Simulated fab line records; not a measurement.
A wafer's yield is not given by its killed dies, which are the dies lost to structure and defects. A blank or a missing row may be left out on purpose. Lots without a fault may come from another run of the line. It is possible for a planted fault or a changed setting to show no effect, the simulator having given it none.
One fault seen from 2 desks + flow berkeley-cmos170 + what lay behind the numbers comes last; until then each desk has only its own

FROM THE METROLOGY DESK
Lot by lot, what the gauges showed, no matter which tool ran the lot: averages of those sampled wafers that carry a number. Marked OUT: a lot whose mean sits more than 4 standard deviations from the usual mean, which makes it out of limits; the brackets give that distance.
Columns: A = cd-nm at UCB170_M1_CD_MEAS_09, usual 700.0 nm; B = M2_AL_RS at UCB170_M2_RS_MEAS_02, usual 0.0324 ohm/sq
| lot  | first seen here | A     | B      |
|------|-----------------|-------|--------|
| L563 | day 7 17:43     | 700.1 | 0.0323 |
| L564 | day 8 21:07     | 700.9 | 0.0322 |
| L565 | day 8 21:23     | 701.1 | 0.0326 |
| L567 | day 9 18:59     | 699.3 | 0.0328 |
| L569 | day 9 19:36     | 700.8 | 0.0328 |
| L571 | day 10 07:44    | 697.3 | 0.0330 |
| L574 | day 10 20:38    | 700.4 | 0.0324 |
| L577 | day 11 15:57    | 700.4 | 0.0323 |
| L581 | day 12 19:46    | 700.7 | 0.0321 |
| L585 | day 12 20:02    | 700.2 | 0.0320 |
| L584 | day 12 20:44    | 699.8 | 0.0324 |
| L582 | day 12 21:01    | 700.9 | 0.0330 |
| L586 | day 12 21:26    | 699.0 | 0.0328 |
This desk found nothing out of limits on any of the 13 lots.

DESK OF THE TOOL OWNER: rie-diel-02
The tool's own readings at UCB170_M2_ETCH_17 (etches BARC in N2/H2): means of the sampled wafers that have a number, for each lot that ran on this tool. Marked OUT: a lot whose mean sits more than 4 standard deviations from the usual mean, which makes it out of limits; the brackets give that distance.
Columns: A = drypump-motor-current-A at UCB170_M2_ETCH_17, usual 5.6 A; B = n2-flow-sccm at UCB170_M2_ETCH_17, usual 100.03 sccm; C = oes-product-au at UCB170_M2_ETCH_17, usual 0.997 a.u.; D = rf-fwd-power-W at UCB170_M2_ETCH_17, usual 494.4 W; E = throttle-valve-pct at UCB170_M2_ETCH_17, usual 13.30 %
| lot  | first seen here | A   | B      | C     | D               | E     |
|------|-----------------|-----|--------|-------|-----------------|-------|
| L564 | day 9 10:09     | 5.4 | 99.98  | 0.989 | 495.3           | 13.32 |
| L567 | day 10 02:10    | 5.4 | 100.03 | 0.991 | 494.1           | 13.07 |
| L577 | day 12 00:37    | 5.3 | 99.87  | 1.017 | 522.2 (+13) OUT | 13.34 |
Finding of this desk: L577 out of limits; the first was L577 at day 12 00:37, on rf-fwd-power-W at UCB170_M2_ETCH_17. Within limits: L564, L567.

PUT TOGETHER
The tool owner's desk had the chance to raise an alarm at day 12 00:37 on L577.
From the metrology desk's view, nothing was out of limits.
The metrology desk holds a record of L577, inside its limits.
The lots listed all ran UCB170_M2_ETCH_17 on rie-diel-02.

WHAT THE SIMULATOR HAD PUT IN
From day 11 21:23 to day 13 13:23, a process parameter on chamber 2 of rie-diel-02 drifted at UCB170_M2_ETCH_17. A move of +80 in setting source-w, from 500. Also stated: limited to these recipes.
Struck lots among those shown: L577.
Each desk's first reading out of limits, in hours after the fault started: the tool owner's desk, 3.
